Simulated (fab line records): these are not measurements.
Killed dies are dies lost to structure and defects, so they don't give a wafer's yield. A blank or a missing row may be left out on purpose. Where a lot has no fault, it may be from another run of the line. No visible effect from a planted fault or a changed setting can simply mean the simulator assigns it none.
Split-lot trial ; flow rit_cmos ; 23 wafers read across 5 lots, on a route 202 steps long

## ABOUT THE SPLIT
At RIT_M1_METAL_ETCH_12 (etches Al in Cl2/BCl3, stops on SiO2, time 165 s, target depth 600 nm), the setting over_etch_frac was moved away from the recipe's 0.5 on 9 of the 23 wafers read, by -29.1% to +27.1%. This setting was run at the recipe's value on the other wafers.

The reading comes from the split's own step.

## THE READING
oes_product_au, in a.u., at RIT_M1_METAL_ETCH_12 (etches Al in Cl2/BCl3, stops on SiO2, time 165 s, target depth 600 nm). Typical for fault-free wafers on this fab line: 0.781 a.u., with standard deviation 0.014 a.u.

wafer;tool, chamber at the split;over_etch_frac as run;against the recipe;oes_product_au, a.u.;against lot-mates on the recipe
L074.1;rie_metal-03, 0;0.5;recipe;0.793;-
L074.4;rie_metal-03, 1;0.5;recipe;0.761;-
L074.5;rie_metal-03, 1;0.5;recipe;0.772;-
L076.1;rie_metal-02, 0;0.5;recipe;0.787;-
L076.2;rie_metal-02, 1;0.5;recipe;0.785;-
L076.4;rie_metal-02, 1;0.3831;-23.4%;0.819;+0.035
L076.5;rie_metal-02, 1;0.3831;-23.4%;0.826;+0.042
L076.6;rie_metal-02, 0;0.5;recipe;0.779;-
L077.1;rie_metal-03, 0;0.6356;+27.1%;0.752;-0.013
L077.2;rie_metal-03, 1;0.6356;+27.1%;0.720;-0.045
L077.3;rie_metal-03, 1;0.6356;+27.1%;0.723;-0.042
L077.4;rie_metal-03, 0;0.5;recipe;0.786;-
L077.5;rie_metal-03, 1;0.5;recipe;0.744;-
L079.1;rie_metal-02, 0;0.5;recipe;0.798;-
L079.3;rie_metal-02, 1;0.6307;+26.1%;0.748;-0.037
L079.4;rie_metal-02, 0;0.5;recipe;0.780;-
L079.5;rie_metal-02, 1;0.6307;+26.1%;0.746;-0.039
L079.6;rie_metal-02, 0;0.5;recipe;0.777;-
L083.1;rie_metal-02, 0;0.3544;-29.1%;0.837;+0.047
L083.2;rie_metal-02, 1;0.5;recipe;0.790;-
L083.3;rie_metal-02, 1;0.5;recipe;0.789;-
L083.4;rie_metal-02, 0;0.3544;-29.1%;0.836;+0.046
L083.5;rie_metal-02, 0;0.5;recipe;0.792;-

THE FIT
A straight line over all 23 wafers: oes_product_au changes by -0.00173 a.u. for each +1% of over_etch_frac; r = -0.92; the points scatter about the line by 0.013 a.u.
The same after taking each lot's own level away (the mean of its wafers on the recipe; 23 wafers): -0.00145 a.u. for each +1%; r = -0.92; scatter 0.011 a.u.
The reading moves by 0.042 a.u. for the largest change in over_etch_frac, on that fit.
Across the lots, their own levels run from 0.7650 to 0.7903 a.u., a range of 1.8 times the standard deviation given above.
In other words, the slope is changed by the lot-to-lot level; the two fits disagree.
Check: for one of the wafers moved furthest among these (-29.1%), held out of the fit, the line's prediction against its lot-mates is +0.0432 a.u. Against them it came out at +0.0467 a.u.
Tool readings at the split's step, against how far the setting was moved: oes_product_au r = -0.92.

## OTHER SPLITS APPLIED TO THESE WAFERS
Other splits were also applied to these wafers ahead of the reading. Each is held against what the fit with the lots' levels taken away leaves over:
other split on the same wafers;wafers away from the commonest value;r with oes_product_au (lot level and that fit taken away)
RIT_NSD_SOFTBAKE_02 temp_c;5;-0.10
RIT_PSD_IMPLANT_08 energy_kev;6;+0.22
RIT_CONTACT_SOFTBAKE_04 temp_c;12;+0.00
RIT_CONTACT_ETCH_11 time_s;7;-0.49

## THE FILE'S OWN FIT
oes_product_au changes by -0.00147 a.u. for each +1% of over_etch_frac, r = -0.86.
